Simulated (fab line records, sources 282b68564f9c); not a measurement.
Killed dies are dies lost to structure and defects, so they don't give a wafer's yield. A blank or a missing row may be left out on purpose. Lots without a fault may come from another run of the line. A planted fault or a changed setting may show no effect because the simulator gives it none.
One fault seen from 2 desks | flow rit_cmos | each desk has only its own numbers; what lay behind them comes last

THE TOOL OWNER'S DESK: implanter-02
The tool's own readings at RIT_PSD_IMPLANT_08: means of the sampled wafers that have a number, for each lot that ran on this tool. A lot is out of limits, marked OUT, if its mean lies more than 4 standard deviations from the usual mean; the brackets give that distance.
Columns: A = beam_on_s at RIT_PSD_IMPLANT_08, usual 13.3 s; B = end_station_pressure_torr at RIT_PSD_IMPLANT_08, usual 1.38e-05 Torr; C = faraday_current_uA at RIT_PSD_IMPLANT_08, usual 11559
lot  | first seen here | A               | B                  | C
L575 | day 3 11:08     | 12.8            | 1.49e-05           | 12056
L576 | day 3 16:27     | 12.9            | 1.36e-05           | 11911
L579 | day 4 03:39     | 12.8            | 1.43e-05           | 12031
L584 | day 5 10:20     | 17.5 (+5.3) OUT | 1.04e-04 (+98) OUT | 9160
L587 | day 6 05:55     | 17.8 (+5.8) OUT | 1.04e-04 (+98) OUT | 9011 (-4.1) OUT
This desk's finding: out of limits on L584, L587; first on L584, day 5 10:20 (beam_on_s at RIT_PSD_IMPLANT_08). In limits: L575, L576, L579.

THE METROLOGY DESK
What the gauges read, lot by lot, whatever tool the lot ran on: means of the sampled wafers that have a number. A lot is out of limits, marked OUT, if its mean lies more than 4 standard deviations from the usual mean; the brackets give that distance.
Columns: A = GATE_OVL at RIT_GATE_OVL_MEAS_17, usual 0.2 nm; B = PSD_TW at RIT_PSD_TW_MEAS_10, usual 3443; C = PSD_RS at RIT_SDANNEAL_RS_MEAS_04, usual 116.06 ohm/sq
lot  | first seen here | A    | B               | C
L575 | day 2 22:45     | -0.3 | 3464            | 115.89
L576 | day 3 03:22     | -0.5 | 3408            | 116.03
L577 | day 3 03:38     | 1.6  | 3442            | 115.97
L579 | day 3 15:47     | 1.0  | 3459            | 116.12
L584 | day 4 19:59     | 0.7  | 3525            | 112.48 (-12) OUT
L587 | day 5 14:50     | -0.4 | 3545 (+4.8) OUT | 112.22 (-13) OUT
L589 | day 5 23:19     | 0.4  | 3423            | 115.70
L590 | day 6 03:04     | 0.9  | 3431            | 115.98
L593 | day 6 18:01     | -0.5 | 3471            | 116.35
L594 | day 6 21:28     | 0.5  | 3412            | 116.38
L596 | day 7 05:28     | 0.3  | 3415            | 115.67
L597 | day 7 10:29     | 0.1  | 3459            | 116.26
L598 | day 7 13:57     | 0.4  | 3461            | 115.85
This desk's finding: out of limits on L584, L587; first on L584, day 5 11:09 (PSD_RS at RIT_SDANNEAL_RS_MEAS_04). In limits: L575, L576, L577, L579, L589, L590, L593, L594, L596, L597, L598.

PUT TOGETHER
The tool owner's desk could have raised an alarm at day 5 10:20, on L584, L587.
The metrology desk could have raised an alarm at day 5 11:09, on L584, L587.
Of the lots named, all ran RIT_PSD_IMPLANT_08 on implanter-02.

WHAT THE SIMULATOR HAD PUT IN
Process parameter drift: implanter-02, from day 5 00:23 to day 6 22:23, at RIT_PSD_IMPLANT_08. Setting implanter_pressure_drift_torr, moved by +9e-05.
Process parameter drift: implanter-02, from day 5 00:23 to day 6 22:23, at RIT_PSD_IMPLANT_08. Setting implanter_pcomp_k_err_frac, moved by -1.
Lots struck among those shown: L584, L587.
Hours from the fault's start to each desk's first reading out of limits: the tool owner's desk, 10; the metrology desk, 11.
